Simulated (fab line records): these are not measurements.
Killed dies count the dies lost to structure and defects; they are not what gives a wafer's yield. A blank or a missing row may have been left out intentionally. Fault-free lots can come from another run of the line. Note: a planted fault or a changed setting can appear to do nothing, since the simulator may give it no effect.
One fault seen from 2 desks -- flow berkeley_cmos170 -- numbers are kept per desk, each desk with only its own; the story behind them comes last

## FOR THE TOOL OWNER'S DESK: lpcvd-02
The tool's own readings at UCB170_ACTIVE_CVD_05 (deposits Si3N4 from SiH2Cl2/NH3, target thk 220 nm, time 3300 s): means of the sampled wafers that have a number, for each lot that ran on this tool. Any lot whose mean is over 4 standard deviations away from the usual mean is out of limits and marked OUT; that distance is given in the brackets.
Columns: A = spike_tc_centre_C at UCB170_ACTIVE_CVD_05, usual 802.2 C; B = spike_tc_source_C at UCB170_ACTIVE_CVD_05, usual 823.1 C; C = zone_power_centre_pct at UCB170_ACTIVE_CVD_05, usual 33.5 %
lot,first seen here,A,B,C
L963,day 4 00:42,801.5,822.6,34.5
L964,day 4 05:34,802.8,824.1,31.3
L965,day 4 10:39,802.9,823.1,31.3
L966,day 4 17:37,802.0,820.8,34.6
L973,day 6 09:17,803.1,823.1,31.4
L975,day 6 19:57,802.3,823.9,31.5
L976,day 6 19:57,802.9,824.5,31.2
L977,day 7 03:19,801.7,824.2,31.7
L979,day 7 03:19,801.5,820.6,34.7
L980,day 7 14:18,828.7 (+20) OUT,818.4,44.2 (+6.3) OUT
L981,day 7 14:18,829.5 (+21) OUT,819.9,44.2 (+6.3) OUT
This desk finds L980, L981 out of limits, L980 being first, at day 7 14:18 (spike_tc_centre_C at UCB170_ACTIVE_CVD_05). Within limits: L963, L964, L965, L966, L973, L975, L976, L977, L979.

## FROM THE METROLOGY DESK
What the gauges read, lot by lot, whatever tool the lot ran on: means of the sampled wafers that have a number. Any lot whose mean is over 4 standard deviations away from the usual mean is out of limits and marked OUT; that distance is given in the brackets.
Columns: A = ACTIVE_NITRIDE_THK at UCB170_ACTIVE_THK_MEAS_06, usual 221.5 nm; B = PFIELD_OVL at UCB170_PFIELD_OVL_MEAS_06, usual -4 nm; C = SCREENOX_OXIDE_THK at UCB170_SCREENOX_THK_MEAS_02, usual 14.35 nm
lot,first seen here,A,B,C
L963,day 4 02:37,220.5,-5,14.34
L964,day 4 07:30,221.0,-3,14.39
L965,day 4 12:34,222.9,0,13.87
L966,day 4 19:32,222.6,1,14.39
L971,day 5 23:12,218.9,-1,14.26
L973,day 6 11:13,221.5,1,14.21
L975,day 6 21:53,222.2,-5,14.34
L976,day 6 21:53,222.8,-2,14.23
L977,day 7 05:20,221.7,-2,14.04
L979,day 7 05:28,220.6,-4,14.41
L980,day 7 16:13,259.7 (+25) OUT,6,14.35
L981,day 7 16:14,255.2 (+22) OUT,-3,14.85
L984,day 8 12:58,221.3,-9,14.26
L986,day 8 19:28,220.3,-4,14.27
This desk finds L980, L981 out of limits, with the earliest case on L980 at day 7 16:13 (ACTIVE_NITRIDE_THK at UCB170_ACTIVE_THK_MEAS_06). Within limits: L963, L964, L965, L966, L971, L973, L975, L976, L977, L979, L984, L986.

## BROUGHT TOGETHER
The tool owner's desk had the chance to raise an alarm at day 7 14:18 on L980, L981.
On L980, L981, the metrology desk was in a position to raise an alarm at day 7 16:13.
UCB170_ACTIVE_CVD_05 was run on lpcvd-02 by each of the lots named.

## WHAT THE SIMULATOR PUT IN
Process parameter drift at UCB170_ACTIVE_CVD_05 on lpcvd-02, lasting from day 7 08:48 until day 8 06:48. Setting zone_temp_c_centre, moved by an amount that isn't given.
Shown lots that were struck: L980, L981.
Counting hours from when the fault started, the first reading out of limits came at 6 for the tool owner's desk and at 7 for the metrology desk.
